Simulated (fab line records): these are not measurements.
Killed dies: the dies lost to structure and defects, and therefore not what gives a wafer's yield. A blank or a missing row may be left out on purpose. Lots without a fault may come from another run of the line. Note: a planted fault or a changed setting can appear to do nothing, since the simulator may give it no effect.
A struck lot beside a sound one	flow berkeley_cmos170	16 steps out of a route of 331
Sound: wafers L755.1, L755.2, L755.3. Wafers L765.2, L765.3, L765.4 were the ones struck. The cause is named last.
For every step that has rows: the tool of each side, followed by ch and its chambers, followed by its first start. Under that, the readings that differ: sound wafers	struck wafers	difference of the means	sigmas: that difference in standard deviations of wafers without a fault.
alike: a reading whose means differ by less than 2 such deviations, as well as words and numbers matching on both sides. not compared: withheld readings; readings where some wafer has no value; bounds like >300 that might hide an equal value; numbers whose values overlap and for which the record gives no deviation.
Wherever a step has rows on one side only, a row that says differs or no value, or a row with sigmas, the two part there. Numbers that don't overlap but have no deviation are shown without sigmas and don't part them. A reading that every wafer of one side lacks parts them only if that side has two wafers or more.

UCB170_V1_CMP_02: polishes SiO2.
  sound on cmp-01 ch 0,1,2, day 7 16:00; struck on cmp-01 ch 0,1,3, day 9 10:52
  alike: motor_current_A
UCB170_V1_BOW_MEAS_03:
  sound on film_metro-01, day 7 16:18; struck on film_metro-04, day 9 11:11
  alike: V1_BOW
UCB170_V1_THK_MEAS_04:
  sound on film_metro-01, day 7 16:25; struck on film_metro-04, day 9 11:17
  alike: V1_POLISHED_THK
then, 7 steps without rows for these wafers: UCB170_V1_CLEAN_05 (cleans in DIW); UCB170_V1_HMDS_06 (prime time 60 s); UCB170_V1_COAT_07 (resist thk 900 nm); UCB170_V1_SOFTBAKE_08 (time 60 s); UCB170_V1_EXPOSE_09 (exposes mask VIA1, target cd 700 nm); UCB170_V1_PEB_10; UCB170_V1_DEVELOP_11 (develop time 45 s).
UCB170_V1_CD_MEAS_12: target cd 700 nm.
  sound on cd_sem-02, day 7 17:43; struck on cd_sem-01, day 9 13:07
  alike: cd_nm
UCB170_V1_OVL_MEAS_13:
  sound on overlay-01, day 7 17:50; struck on overlay-01, day 9 13:14
  alike: V1_OVL
UCB170_V1_ETCH_14: etches SiO2 in CHF3/CF4/Ar, stops on Al, target depth 1250 nm, time 291 s.
  sound on rie_diel-03 ch 0,2,3, day 7 17:52; struck on rie_diel-01 ch 0,1,3, day 9 13:16
reading	sound	struck	difference	sigmas
oes_product_au (a.u.)	0.865 0.857 0.883	0.829 0.828 0.848	-0.033	-2
over_etch_frac	0.25 0.25 0.25	0.37722 0.37722 0.37722	+0.12722	
model.KrF_of_V1_COAT_07.thk_nm (nm)	611.8 600.6 607.4	575 588.6 583.4	-24	
  alike: drypump_motor_current_A, throttle_valve_pct
  not compared: rf_hours_counter_h
UCB170_V1_STRIP_15: strips in O2.
  sound on plasma_asher-01 ch 0,1, day 7 18:02; struck on plasma_asher-02 ch 0,1, day 9 13:26
reading	sound	struck	difference	sigmas
strip_time_to_endpoint_s (s)	15.34 15.07 15.23	14.47 14.80 14.68	-0.56	-6
  alike: drypump_motor_current_A, o2_flow_sccm, oes_product_au
  not compared: rf_hours_counter_h
UCB170_V1_CD_MEAS_90: target cd 700 nm.
  sound on cd_sem-01, day 7 18:09; struck on cd_sem-01, day 9 13:34
  alike: cd_nm
UCB170_M3_PROBE_99:
  rows exist in the record for the struck wafers here (prober-01, day 9 22:29), but not for the sound ones

WHERE THEY PART
Earliest at UCB170_V1_ETCH_14; latest, in this record, at UCB170_M3_PROBE_99.

WHY: what the simulator had put in
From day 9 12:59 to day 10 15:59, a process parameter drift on rie_diel-01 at UCB170_V1_ETCH_14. From 0.25, the setting over_etch_frac moved by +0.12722. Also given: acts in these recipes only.
